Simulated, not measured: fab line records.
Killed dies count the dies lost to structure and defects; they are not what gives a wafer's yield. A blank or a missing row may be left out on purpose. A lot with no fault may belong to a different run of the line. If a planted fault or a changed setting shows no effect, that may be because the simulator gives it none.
The tool behind it: which one? :: flow berkeley cmos170 :: 14 lots, 42 wafers sampled, at 7 steps of a route of 331

## WHAT THE GAUGES READ, wafer by wafer
UCB170_PSD_TW_MEAS_10. Usual: PSD_TW 2339, standard deviation 17.
lot: L798
measured: day 6 09:48
on: film metro-04
PSD_TW: 2349 2348 2341
flag: 

lot: L799
measured: day 6 09:35
on: film metro-02
PSD_TW: 2314 2316 2329
flag: 

lot: L800
measured: day 6 12:14
on: film metro-02
PSD_TW: 2334 2324 2334
flag: 

lot: L803
measured: day 7 07:28
on: film metro-02
PSD_TW: 2312 2319 2330
flag: 

lot: L801
measured: day 7 07:49
on: film metro-03
PSD_TW: 2356 2361 2353
flag: 

lot: L805
measured: day 7 17:58
on: film metro-03
PSD_TW: 2343 2334 2344
flag: 

lot: L804
measured: day 7 18:20
on: film metro-04
PSD_TW: 2346 2349 2342
flag: 

lot: L806
measured: day 8 06:59
on: film metro-04
PSD_TW: 2345 2358 2361
flag: 

lot: L814
measured: day 10 05:55
on: film metro-02
PSD_TW: 2139 2146 2149
flag: OFF

lot: L818
measured: day 10 15:32
on: film metro-03
PSD_TW: 2364 2368 2361
flag: 

lot: L816
measured: day 10 15:52
on: film metro-04
PSD_TW: 2171 2163 2169
flag: OFF

lot: L817
measured: day 10 16:07
on: film metro-02
PSD_TW: 2312 2302 2304
flag: 

lot: L819
measured: day 11 01:02
on: film metro-04
PSD_TW: 2337 2326 2340
flag: 

lot: L820
measured: day 11 10:47
on: film metro-04
PSD_TW: 2335 2335 2327
flag: 

UCB170_NSD_TW_MEAS_10. Usual: NSD_TW 4195, standard deviation 30.
lot: L798
measured: day 6 13:13
on: film metro-03
NSD_TW: 4217 4224 4225
flag: 

lot: L799
measured: day 6 11:19
on: film metro-03
NSD_TW: 4208 4235 4234
flag: 

lot: L800
measured: day 6 14:12
on: film metro-02
NSD_TW: 4152 4137 4167
flag: 

lot: L803
measured: day 7 10:15
on: film metro-04
NSD_TW: 4209 4189 4202
flag: 

lot: L801
measured: day 7 10:42
on: film metro-03
NSD_TW: 4192 4179 4182
flag: 

lot: L805
measured: day 7 19:56
on: film metro-03
NSD_TW: 4200 4193 4197
flag: 

lot: L804
measured: day 7 20:22
on: film metro-03
NSD_TW: 4214 4194 4206
flag: 

lot: L806
measured: day 8 09:44
on: film metro-02
NSD_TW: 4164 4155 4146
flag: 

lot: L814
measured: day 10 07:32
on: film metro-03
NSD_TW: 4238 4222 4215
flag: 

lot: L818
measured: day 10 17:02
on: film metro-03
NSD_TW: 4224 4233 4226
flag: 

lot: L816
measured: day 10 17:49
on: film metro-04
NSD_TW: 4194 4190 4174
flag: 

lot: L817
measured: day 10 18:04
on: film metro-04
NSD_TW: 4190 4198 4219
flag: 

lot: L819
measured: day 11 02:49
on: film metro-02
NSD_TW: 4145 4122 4149
flag: 

lot: L820
measured: day 11 12:32
on: film metro-03
NSD_TW: 4194 4215 4194
flag: 

UCB170_SDANNEAL_RS_MEAS_02: the measuring method here is four-point-probe. Usual: PSD_RS 75.4 ohm/sq, standard deviation 0.31.
lot: L798
measured: day 6 14:27
on: film metro-02
PSD_RS (ohm/sq): 75.6 76.0 75.9
flag: 

lot: L799
measured: day 6 13:50
on: film metro-03
PSD_RS (ohm/sq): 75.8 76.2 75.9
flag: 

lot: L800
measured: day 6 15:34
on: film metro-04
PSD_RS (ohm/sq): 75.0 75.2 75.2
flag: 

lot: L803
measured: day 7 11:40
on: film metro-04
PSD_RS (ohm/sq): 75.8 75.7 76.0
flag: 

lot: L801
measured: day 7 12:07
on: film metro-02
PSD_RS (ohm/sq): 75.0 74.7 74.8
flag: 

lot: L805
measured: day 7 21:02
on: film metro-03
PSD_RS (ohm/sq): 75.4 75.2 75.3
flag: 

lot: L804
measured: day 7 21:30
on: film metro-02
PSD_RS (ohm/sq): 75.4 75.4 75.5
flag: 

lot: L806
measured: day 8 11:56
on: film metro-04
PSD_RS (ohm/sq): 75.4 75.0 75.3
flag: 

lot: L814
measured: day 10 08:53
on: film metro-02
PSD_RS (ohm/sq): 79.2 79.0 79.2
flag: OFF

lot: L818
measured: day 10 18:17
on: film metro-03
PSD_RS (ohm/sq): 75.8 75.9 76.1
flag: 

lot: L816
measured: day 10 21:09
on: film metro-02
PSD_RS (ohm/sq): 79.2 79.5 79.2
flag: OFF

lot: L817
measured: day 10 21:07
on: film metro-04
PSD_RS (ohm/sq): 75.6 75.9 75.6
flag: 

lot: L819
measured: day 11 04:11
on: film metro-03
PSD_RS (ohm/sq): 75.7 75.9 75.6
flag: 

lot: L820
measured: day 11 13:38
on: film metro-02
PSD_RS (ohm/sq): 75.4 75.4 75.5
flag: 

## EACH LOT AND THE TOOL THAT RAN IT (in order: tool; ch and the chambers of the sampled wafers; start)
lot: L798
UCB170_SPACER_CVD_00: pecvd-02 ch 1,2, day 6 04:55
UCB170_PSD_IMPLANT_08: implanter-01 ch 0, day 6 09:33
UCB170_PSD_STRIP_09: plasma asher-01 ch 0, day 6 09:42
UCB170_BACKSIDE_STRIP_03: plasma asher-04 ch 0,1, day 6 13:55

lot: L799
UCB170_SPACER_CVD_00: pecvd-03 ch 0,1, day 6 06:00
UCB170_PSD_IMPLANT_08: implanter-01 ch 0, day 6 09:20
UCB170_PSD_STRIP_09: plasma asher-02 ch 0,1, day 6 09:29
UCB170_BACKSIDE_STRIP_03: plasma asher-01 ch 0,1, day 6 12:15

lot: L800
UCB170_SPACER_CVD_00: pecvd-02 ch 1,2, day 6 06:26
UCB170_PSD_IMPLANT_08: implanter-01 ch 0, day 6 11:59
UCB170_PSD_STRIP_09: plasma asher-01 ch 0,1, day 6 12:08
UCB170_BACKSIDE_STRIP_03: plasma asher-04 ch 0,1, day 6 15:02

lot: L803
UCB170_SPACER_CVD_00: pecvd-03 ch 0,2, day 7 02:14
UCB170_PSD_IMPLANT_08: implanter-02 ch 0, day 7 07:14
UCB170_PSD_STRIP_09: plasma asher-04 ch 0,1, day 7 07:23
UCB170_BACKSIDE_STRIP_03: plasma asher-04 ch 0,1, day 7 11:16

lot: L801
UCB170_SPACER_CVD_00: pecvd-01 ch 0,1, day 7 03:05
UCB170_PSD_IMPLANT_08: implanter-04 ch 0, day 7 07:34
UCB170_PSD_STRIP_09: plasma asher-02 ch 0,1, day 7 07:42
UCB170_BACKSIDE_STRIP_03: plasma asher-04 ch 0, day 7 11:41

lot: L805
UCB170_SPACER_CVD_00: pecvd-03 ch 0,1, day 7 11:38
UCB170_PSD_IMPLANT_08: implanter-04 ch 0, day 7 17:43
UCB170_PSD_STRIP_09: plasma asher-01 ch 0, day 7 17:51
UCB170_BACKSIDE_STRIP_03: plasma asher-04 ch 0,1, day 7 20:37

lot: L804
UCB170_SPACER_CVD_00: pecvd-01 ch 0,1, day 7 11:49
UCB170_PSD_IMPLANT_08: implanter-01 ch 0, day 7 18:05
UCB170_PSD_STRIP_09: plasma asher-02 ch 0,1, day 7 18:13
UCB170_BACKSIDE_STRIP_03: plasma asher-03 ch 0,1, day 7 21:05

lot: L806
UCB170_SPACER_CVD_00: pecvd-01 ch 1,2, day 7 22:23
UCB170_PSD_IMPLANT_08: implanter-04 ch 0, day 8 06:46
UCB170_PSD_STRIP_09: plasma asher-02 ch 0,1, day 8 06:54
UCB170_BACKSIDE_STRIP_03: plasma asher-03 ch 0,1, day 8 11:32

lot: L814
UCB170_SPACER_CVD_00: pecvd-02 ch 0,2, day 9 21:44
UCB170_PSD_IMPLANT_08: implanter-04 ch 0, day 10 05:42
UCB170_PSD_STRIP_09: plasma asher-04 ch 0,1, day 10 05:50
UCB170_BACKSIDE_STRIP_03: plasma asher-03 ch 0,1, day 10 08:28

lot: L818
UCB170_SPACER_CVD_00: pecvd-01 ch 0,1,2, day 10 09:25
UCB170_PSD_IMPLANT_08: implanter-01 ch 0, day 10 15:19
UCB170_PSD_STRIP_09: plasma asher-01 ch 0,1, day 10 15:26
UCB170_BACKSIDE_STRIP_03: plasma asher-01 ch 0,1, day 10 17:52

lot: L816
UCB170_SPACER_CVD_00: pecvd-03 ch 1,2, day 10 09:36
UCB170_PSD_IMPLANT_08: implanter-04 ch 0, day 10 15:38
UCB170_PSD_STRIP_09: plasma asher-04 ch 0,1, day 10 15:46
UCB170_BACKSIDE_STRIP_03: plasma asher-01 ch 0,1, day 10 20:44

lot: L817
UCB170_SPACER_CVD_00: pecvd-01 ch 0,1, day 10 10:02
UCB170_PSD_IMPLANT_08: implanter-01 ch 0, day 10 15:52
UCB170_PSD_STRIP_09: plasma asher-02 ch 0,1, day 10 16:01
UCB170_BACKSIDE_STRIP_03: plasma asher-03 ch 0,1, day 10 20:43

lot: L819
UCB170_SPACER_CVD_00: pecvd-03 ch 1,2, day 10 18:19
UCB170_PSD_IMPLANT_08: implanter-01 ch 0, day 11 00:47
UCB170_PSD_STRIP_09: plasma asher-01 ch 0,1, day 11 00:56
UCB170_BACKSIDE_STRIP_03: plasma asher-01 ch 0,1, day 11 03:47

lot: L820
UCB170_SPACER_CVD_00: pecvd-03 ch 0,2, day 11 04:29
UCB170_PSD_IMPLANT_08: implanter-01 ch 0, day 11 10:32
UCB170_PSD_STRIP_09: plasma asher-04 ch 0,1, day 11 10:41
UCB170_BACKSIDE_STRIP_03: plasma asher-04 ch 0,1, day 11 13:13
- UCB170_SPACER_CVD_00: deposits SiO2 from TEOS/O2, target thk 376 nm, time 47 s.
- UCB170_PSD_IMPLANT_08
- UCB170_PSD_STRIP_09: strips in O2.
- UCB170_BACKSIDE_STRIP_03: strips in O2.

## AS READ BY THE TOOLS THEMSELVES (means over the sampled wafers that have a number; for cases with no such wafer, the mark the record gives instead)
UCB170_SPACER_CVD_00. Usual: heater power w at 279 W, with a standard deviation of 57.
lot: L798
tool: pecvd-02
heater power w (W): 304
flag: 

lot: L799
tool: pecvd-03
heater power w (W): 252
flag: 

lot: L800
tool: pecvd-02
heater power w (W): 308
flag: 

lot: L803
tool: pecvd-03
heater power w (W): 368
flag: 

lot: L801
tool: pecvd-01
heater power w (W): 274
flag: 

lot: L805
tool: pecvd-03
heater power w (W): 241
flag: 

lot: L804
tool: pecvd-01
heater power w (W): 274
flag: 

lot: L806
tool: pecvd-01
heater power w (W): 215
flag: 

lot: L814
tool: pecvd-02
heater power w (W): 294
flag: 

lot: L818
tool: pecvd-01
heater power w (W): 263
flag: 

lot: L816
tool: pecvd-03
heater power w (W): 302
flag: 

lot: L817
tool: pecvd-01
heater power w (W): 266
flag: 

lot: L819
tool: pecvd-03
heater power w (W): 285
flag: 

lot: L820
tool: pecvd-03
heater power w (W): 291
flag: 

UCB170_PSD_IMPLANT_08. Usual: beam energy keV at 20.000, with a standard deviation of 0.0061.
lot: L798
tool: implanter-01
beam energy keV: 19.997
flag: 

lot: L799
tool: implanter-01
beam energy keV: 19.997
flag: 

lot: L800
tool: implanter-01
beam energy keV: 20.003
flag: 

lot: L803
tool: implanter-02
beam energy keV: 19.994
flag: 

lot: L801
tool: implanter-04
beam energy keV: 19.993
flag: 

lot: L805
tool: implanter-04
beam energy keV: 20.010
flag: 

lot: L804
tool: implanter-01
beam energy keV: 20.001
flag: 

lot: L806
tool: implanter-04
beam energy keV: 19.998
flag: 

lot: L814
tool: implanter-04
beam energy keV: 14.434
flag: OFF

lot: L818
tool: implanter-01
beam energy keV: 20.000
flag: 

lot: L816
tool: implanter-04
beam energy keV: 14.445
flag: OFF

lot: L817
tool: implanter-01
beam energy keV: 19.992
flag: 

lot: L819
tool: implanter-01
beam energy keV: 19.995
flag: 

lot: L820
tool: implanter-01
beam energy keV: 20.005
flag: 

UCB170_PSD_STRIP_09. Usual: chamber pressure mTorr 3500.0 mTorr, standard deviation 2.8; drypump motor current A 5.5 A, standard deviation 0.54; oes product au 0.600 a.u., standard deviation 0.0043; strip time to endpoint s 29.46 s, standard deviation 0.086.
lot: L798
tool: plasma asher-01
chamber pressure mTorr (mTorr): 3503.0
drypump motor current A (A): 5.4
oes product au (a.u.): 0.598
strip time to endpoint s (s): 29.42
flag: 

lot: L799
tool: plasma asher-02
chamber pressure mTorr (mTorr): 3501.1
drypump motor current A (A): 6.0
oes product au (a.u.): 0.601
strip time to endpoint s (s): 29.42
flag: 

lot: L800
tool: plasma asher-01
chamber pressure mTorr (mTorr): 3496.5
drypump motor current A (A): 5.2
oes product au (a.u.): 0.600
strip time to endpoint s (s): 29.53
flag: 

lot: L803
tool: plasma asher-04
chamber pressure mTorr (mTorr): 3501.1
drypump motor current A (A): 5.4
oes product au (a.u.): 0.603
strip time to endpoint s (s): 29.58
flag: 

lot: L801
tool: plasma asher-02
chamber pressure mTorr (mTorr): 3498.9
drypump motor current A (A): 6.4
oes product au (a.u.): 0.596
strip time to endpoint s (s): 29.54
flag: 

lot: L805
tool: plasma asher-01
chamber pressure mTorr (mTorr): 3501.2
drypump motor current A (A): 5.4
oes product au (a.u.): 0.604
strip time to endpoint s (s): 29.52
flag: 

lot: L804
tool: plasma asher-02
chamber pressure mTorr (mTorr): 3499.1
drypump motor current A (A): 6.1
oes product au (a.u.): 0.597
strip time to endpoint s (s): 29.52
flag: 

lot: L806
tool: plasma asher-02
chamber pressure mTorr (mTorr): 3501.2
drypump motor current A (A): 6.0
oes product au (a.u.): 0.601
strip time to endpoint s (s): 29.60
flag: 

lot: L814
tool: plasma asher-04
chamber pressure mTorr (mTorr): 3499.8
drypump motor current A (A): 5.4
oes product au (a.u.): 0.636
strip time to endpoint s (s): 26.98
flag: OFF

lot: L818
tool: plasma asher-01
chamber pressure mTorr (mTorr): 3499.1
drypump motor current A (A): 5.1
oes product au (a.u.): 0.603
strip time to endpoint s (s): 29.30
flag: 

lot: L816
tool: plasma asher-04
chamber pressure mTorr (mTorr): 3498.3
drypump motor current A (A): 5.5
oes product au (a.u.): 0.634
strip time to endpoint s (s): 26.98
flag: OFF

lot: L817
tool: plasma asher-02
chamber pressure mTorr (mTorr): 3499.6
drypump motor current A (A): 6.4
oes product au (a.u.): 0.600
strip time to endpoint s (s): 29.45
flag: 

lot: L819
tool: plasma asher-01
chamber pressure mTorr (mTorr): 3496.7
drypump motor current A (A): 5.1
oes product au (a.u.): 0.601
strip time to endpoint s (s): 29.44
flag: 

lot: L820
tool: plasma asher-04
chamber pressure mTorr (mTorr): 3499.3
drypump motor current A (A): 5.4
oes product au (a.u.): 0.602
strip time to endpoint s (s): 29.36
flag: 

UCB170_BACKSIDE_STRIP_03. Usual: chamber pressure mTorr 3500 mTorr, standard deviation 4; drypump motor current A 5.40 A, standard deviation 0.3; oes product au 0.734 a.u., standard deviation 0.0044; strip time to endpoint s 22.03 s, standard deviation 0.061.
lot: L798
tool: plasma asher-04
chamber pressure mTorr (mTorr): 3498
drypump motor current A (A): 5.48
oes product au (a.u.): 0.736
strip time to endpoint s (s): 22.03
flag: 

lot: L799
tool: plasma asher-01
chamber pressure mTorr (mTorr): 3511
drypump motor current A (A): 5.21
oes product au (a.u.): 0.737
strip time to endpoint s (s): 22.00
flag: 

lot: L800
tool: plasma asher-04
chamber pressure mTorr (mTorr): 3501
drypump motor current A (A): 5.49
oes product au (a.u.): 0.735
strip time to endpoint s (s): 22.06
flag: 

lot: L803
tool: plasma asher-04
chamber pressure mTorr (mTorr): 3500
drypump motor current A (A): 5.50
oes product au (a.u.): 0.736
strip time to endpoint s (s): 22.02
flag: 

lot: L801
tool: plasma asher-04
chamber pressure mTorr (mTorr): 3503
drypump motor current A (A): 5.37
oes product au (a.u.): 0.733
strip time to endpoint s (s): 21.95
flag: 

lot: L805
tool: plasma asher-04
chamber pressure mTorr (mTorr): 3498
drypump motor current A (A): 5.44
oes product au (a.u.): 0.735
strip time to endpoint s (s): 22.09
flag: 

lot: L804
tool: plasma asher-03
chamber pressure mTorr (mTorr): 3500
drypump motor current A (A): 5.85
oes product au (a.u.): 0.735
strip time to endpoint s (s): 22.05
flag: 

lot: L806
tool: plasma asher-03
chamber pressure mTorr (mTorr): 3499
drypump motor current A (A): 5.86
oes product au (a.u.): 0.738
strip time to endpoint s (s): 22.04
flag: 

lot: L814
tool: plasma asher-03
chamber pressure mTorr (mTorr): 3497
drypump motor current A (A): 5.86
oes product au (a.u.): 0.737
strip time to endpoint s (s): 21.99
flag: 

lot: L818
tool: plasma asher-01
chamber pressure mTorr (mTorr): 3500
drypump motor current A (A): 5.23
oes product au (a.u.): 0.735
strip time to endpoint s (s): 21.97
flag: 

lot: L816
tool: plasma asher-01
chamber pressure mTorr (mTorr): 3500
drypump motor current A (A): 5.24
oes product au (a.u.): 0.735
strip time to endpoint s (s): 22.02
flag: 

lot: L817
tool: plasma asher-03
chamber pressure mTorr (mTorr): 3502
drypump motor current A (A): 5.76
oes product au (a.u.): 0.732
strip time to endpoint s (s): 22.04
flag: 

lot: L819
tool: plasma asher-01
chamber pressure mTorr (mTorr): 3498
drypump motor current A (A): 5.23
oes product au (a.u.): 0.733
strip time to endpoint s (s): 22.04
flag: 

lot: L820
tool: plasma asher-04
chamber pressure mTorr (mTorr): 3501
drypump motor current A (A): 5.44
oes product au (a.u.): 0.732
strip time to endpoint s (s): 21.97
flag: 

## THE ANSWER, worked out from the rows above alone
Rule: lot off if the mean of its wafers having a number is beyond 3 standard deviations from the usual mean. A lot without any number at a reading at which 4 lots or more have one is off too. Where the step has rows for the other lots, those lots are counted as sound. The gauges are gone through in route order, then the tools' own readings, and for those a lot's mean is taken as printed above. At the first step where some lot is off, the reading lying furthest off is the one used; lots without a number count as furthest.
Off: at UCB170_PSD_TW_MEAS_10 (PSD_TW), L814, L816.
If a tool, at a process step before that reading, ran all the lots that are off and no sound lot after the first of them, it fits. Not tried: the gauges at UCB170_PSD_TW_MEAS_10; whatever is off there is also off at UCB170_PSD_IMPLANT_08, on other tools, and gauge error can't account for it. One candidate fits, namely implanter-04 at UCB170_PSD_IMPLANT_08. Its last sound lot is L806 (day 8 06:46), its first lot that is off L814 (day 10 05:42): a fault that began between those two fits.
The tool's own readings at UCB170_PSD_IMPLANT_08 bear it out: on the lots that are off they differ by more than 5 times the standard deviation of the sound lots' means. beam energy keV reads 14.439 there against 19.999 on the sound lots.

## WHAT WAS PUT IN BY THE SIMULATOR
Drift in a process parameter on implanter-04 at UCB170_PSD_IMPLANT_08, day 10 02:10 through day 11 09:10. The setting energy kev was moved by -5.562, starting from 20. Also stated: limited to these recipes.
Lots struck among those shown: L814, L816. Same finding as the rule above.
